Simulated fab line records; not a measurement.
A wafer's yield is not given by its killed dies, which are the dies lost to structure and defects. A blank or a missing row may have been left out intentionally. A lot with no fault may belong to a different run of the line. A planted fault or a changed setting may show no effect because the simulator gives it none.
Which tool did it? | flow berkeley cmos170 | 7 lots, 21 wafers sampled, at 2 steps of a route of 331

WHAT THE GAUGES READ, wafer by wafer
UCB170_GATE_THK_MEAS_05.
lot  | measured     | on            | GATE_POLY_THK (nm)
L928 | day 6 00:37  | film metro-03 | 215.6 215.9 214.5
L936 | day 8 08:50  | film metro-04 | 107.4 111.0 110.8
L938 | day 8 08:50  | film metro-03 | 105.3 104.9 105.2
L940 | day 8 16:11  | film metro-02 | 218.8 216.8 218.5
L942 | day 9 00:07  | film metro-03 | 214.7 216.4 215.7
L946 | day 10 09:06 | film metro-02 | 215.1 213.4 215.9
L948 | day 10 13:59 | film metro-04 | 215.8 216.4 212.3

WHICH TOOL RAN EACH LOT (tool, then ch and the chambers of the sampled wafers, then the start)
lot  | UCB170_GATE_CVD_04
L928 | lpcvd-01 ch 0, day 5 23:11
L936 | lpcvd-01 ch 1, day 8 07:25
L938 | lpcvd-01 ch 0, day 8 07:25
L940 | lpcvd-02 ch 1, day 8 14:47
L942 | lpcvd-02 ch 0, day 8 22:43
L946 | lpcvd-02 ch 0, day 10 07:42
L948 | lpcvd-02 ch 1, day 10 12:35
- UCB170_GATE_CVD_04: deposits poly-Si from SiH4, time 1440 s, target thk 214 nm.

THE ANSWER, worked out from the rows above alone
Rule: usual is defined by the lots themselves. Put in order of their means at a reading, lots are off if they are a third of the lots or fewer, leave a main group of 4 or more, and stand apart from it by a gap of 3 or more times the standard deviation of the main group's means; of several such gaps the widest counts. A main group is skipped when, at the precision printed for the reading in the tables above, its means are all equal. A lot without any number at a reading at which 4 lots or more have one is off too. Any other lot the step has rows for is counted as sound.
Off: L936, L938, at UCB170_GATE_THK_MEAS_05 (GATE_POLY_THK). Main group: mean 215.7 nm, sd 1.2.
If a tool, at a process step before that reading, ran all the lots that are off and no sound lot after the first of them, it fits. The gauges at UCB170_GATE_THK_MEAS_05 are tried like those tools. One fits: lpcvd-01 at UCB170_GATE_CVD_04. A fault onset in the window from L928 (day 5 23:11, its last sound lot) to L936 (day 8 07:25, its first lot off) fits.

WHAT WAS PUT IN BY THE SIMULATOR
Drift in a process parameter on lpcvd-01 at UCB170_GATE_CVD_04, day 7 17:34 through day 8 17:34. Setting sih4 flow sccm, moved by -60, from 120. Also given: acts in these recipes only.
Struck lots among those shown: L936, L938. The rule above found the same.
